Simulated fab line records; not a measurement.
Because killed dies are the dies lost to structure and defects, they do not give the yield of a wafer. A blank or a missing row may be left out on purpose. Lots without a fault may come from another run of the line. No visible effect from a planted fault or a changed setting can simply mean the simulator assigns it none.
A single fault, viewed from 2 desks -- flow berkeley_cmos170 -- numbers are kept per desk, each desk with only its own; the story behind them comes last

== TOOL OWNER'S DESK, implanter-03 ==
The tool's own readings at UCB170_NLDD_IMPLANT_08: means of the sampled wafers that have a number, for each lot that ran on this tool. If a lot's mean is further than 4 standard deviations from the usual mean, the lot is out of limits and carries the mark OUT (the distance appears in the brackets).
Columns: A = beam_energy_keV at UCB170_NLDD_IMPLANT_08, usual 30.448; B = dose_ions_cm2 at UCB170_NLDD_IMPLANT_08, usual 5e+13; C = faraday_current_uA at UCB170_NLDD_IMPLANT_08, usual 158.8
lot,first seen here,A,B,C
L562,day 7 22:16,30.454,5e+13,158.6
L568,day 9 09:45,30.444,5e+13,161.1
L573,day 10 09:25,30.441,5e+13,158.7
L574,day 10 16:43,30.443,3e+13 (-99 or more) OUT,87.1 (-25) OUT
L577,day 11 01:53,30.438,3e+13 (-99 or more) OUT,86.7 (-25) OUT
This desk's finding: out of limits on L574, L577; first on L574, day 10 16:43 (dose_ions_cm2 at UCB170_NLDD_IMPLANT_08). In limits: L562, L568, L573.

== FROM THE METROLOGY DESK ==
What the gauges read for every lot (on any tool): the sampled wafers with a number, averaged. If a lot's mean is further than 4 standard deviations from the usual mean, the lot is out of limits and carries the mark OUT (the distance appears in the brackets).
Columns: A = WELLDRIVE_OXIDE_THK at UCB170_WELLDRIVE_THK_MEAS_02, usual 199 nm; B = NLDD_TW at UCB170_NLDD_TW_MEAS_11, usual 2237; C = NLDD_RS at UCB170_SDANNEAL_RS_MEAS_05, usual 614.7 ohm/sq
lot,first seen here,A,B,C
L559,day 3 19:39,198,2245,614.7
L562,day 4 10:31,199,2240,613.7
L561,day 4 17:06,199,2221,615.4
L563,day 5 01:22,197,2260,612.4
L564,day 5 01:22,198,2260,615.6
L567,day 5 14:44,203,2246,617.6
L568,day 5 14:46,199,2222,613.6
L570,day 5 23:38,197,2227,613.7
L573,day 6 17:10,198,2231,617.5
L574,day 7 03:23,203,2087 (-11) OUT,729.1 (+72) OUT
L576,day 7 09:40,206,2235,614.3
L577,day 7 16:17,196,2078 (-11) OUT,728.9 (+71) OUT
L581,day 8 11:34,195,2231,614.6
L582,day 9 01:36,202,2235,612.8
Per this desk, out of limits: L574, L577; the first was L574, day 10 17:05 (NLDD_TW at UCB170_NLDD_TW_MEAS_11). In limits: L559, L562, L561, L563, L564, L567, L568, L570, L573, L576, L581, L582.

== TAKEN TOGETHER ==
At day 10 16:43, on L574, L577, the tool owner's desk was in a position to raise an alarm.
Metrology desk: alarm possible at day 10 17:05 on L574, L577.
The lots listed all ran UCB170_NLDD_IMPLANT_08 on implanter-03.

== WHAT THE SIMULATOR HAD INSERTED ==
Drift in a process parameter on implanter-03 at UCB170_NLDD_IMPLANT_08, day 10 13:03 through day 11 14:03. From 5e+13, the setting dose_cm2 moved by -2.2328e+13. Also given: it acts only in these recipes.
Struck lots among those shown: L574, L577.
Counting hours from when the fault started, the first reading out of limits came at 4 for the tool owner's desk and at 4 for the metrology desk.
